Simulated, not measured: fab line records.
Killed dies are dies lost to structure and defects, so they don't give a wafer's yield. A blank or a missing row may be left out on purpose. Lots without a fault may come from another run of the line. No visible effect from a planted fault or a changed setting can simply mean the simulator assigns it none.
Problem report in the 8D (eight disciplines) form, filled by code -- flow ritCmos -- the parts of the form that need people (team, actions taken, sign-off) are left out

1. THE PROBLEM
rfFwdPowerW at RIT_GATE_ETCH_19 reads a mean of 223.7 W on 2 wafers of 2 lots; wafers without a fault read 159.3 W with a standard deviation of 0.49. So: +99 or more standard deviations from the usual mean.
The step: etches poly-Si in SF6/CHF3/O2, stops on SiO2, time 165 s, target depth 312.5 nm.
The first sign was on wafer L226.3 at day 5 04:57, on rieSi-02. The record holds 42 wafers of 14 lots with a number at this step. Rule for "out" (also "out of limits"): further than 4 standard deviations from the usual mean. All remaining wafers that have a number are taken as sound.

2. WHAT IT IS AND WHAT IT IS NOT
question,is,is not
which readings at this step,rfFwdPowerW,"drypumpMotorCurrentA, oesProductAu, throttleValvePct"
which lots,"L226, L228","L215, L216, L217, L218, L219, L220, L221, L222, L223, L233, L235, L237"
which wafers of those lots,"L226.3, L228.4","L226.1, L226.2, L228.2, L228.6"
read on which tools,rieSi-02,rieSi-01
when,from day 5 04:57,"up to then (29 sound wafers); but 11 sound wafers of L228, L233, L235, L237 came after"

3. THE SUSPECTS, EACH WITH WHAT RULES IT OUT
Counting: any tool at a process step up to the reading remains a suspect provided it ran every lot that is out. Sound lots after the first of them don't rule it out here, since some wafers of a struck lot are sound.
- rieSi-02 at RIT_GATE_ETCH_19 (etches poly-Si in SF6/CHF3/O2, stops on SiO2, time 165 s, target depth 312.5 nm): kept. Every lot that is out went through it, the first being L226 (day 5 04:57); the last sound lot it ran before that was L222 (day 4 08:38). Its own readings are out on those wafers: rfFwdPowerW.
- Within rieSi-02 at RIT_GATE_ETCH_19: the wafers that are out ran in chamber 2; their sound lot-mates ran in chambers 0, 1, 3.
Remaining after the count: rieSi-02 at RIT_GATE_ETCH_19.

4. THE CAUSE (what the simulator had put in)
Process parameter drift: rieSi-02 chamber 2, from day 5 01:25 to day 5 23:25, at RIT_GATE_ETCH_19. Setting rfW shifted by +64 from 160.
After counting, this tool was the only one left.

5. SEQUENCE OF EFFECTS, ordered by route
One row per reading whose mean, taken over the struck wafers that have a number, lies over 3 standard deviations from the usual. Readings are gone through only where the record gives a usual standard deviation; hours: the median, over the lots, of the time from a lot's start at the first step in this table giving one to that lot's start at this step; sigmas: the change measured in usual standard deviations.
hours,step,reading,usual,on struck wafers,change,sigmas
0,RIT_GATE_ETCH_19,rfFwdPowerW,159.3 W,223.7,+64.3,+99 or more
Here are the process steps it includes:
- RIT_GATE_ETCH_19: etches poly-Si in SF6/CHF3/O2, stops on SiO2, time 165 s, target depth 312.5 nm.

6. WHAT WOULD HAVE CAUGHT IT SOONER
4 hours passed between the start of the fault at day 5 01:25 and the first reading out of limits in this record, taken at day 5 04:57.
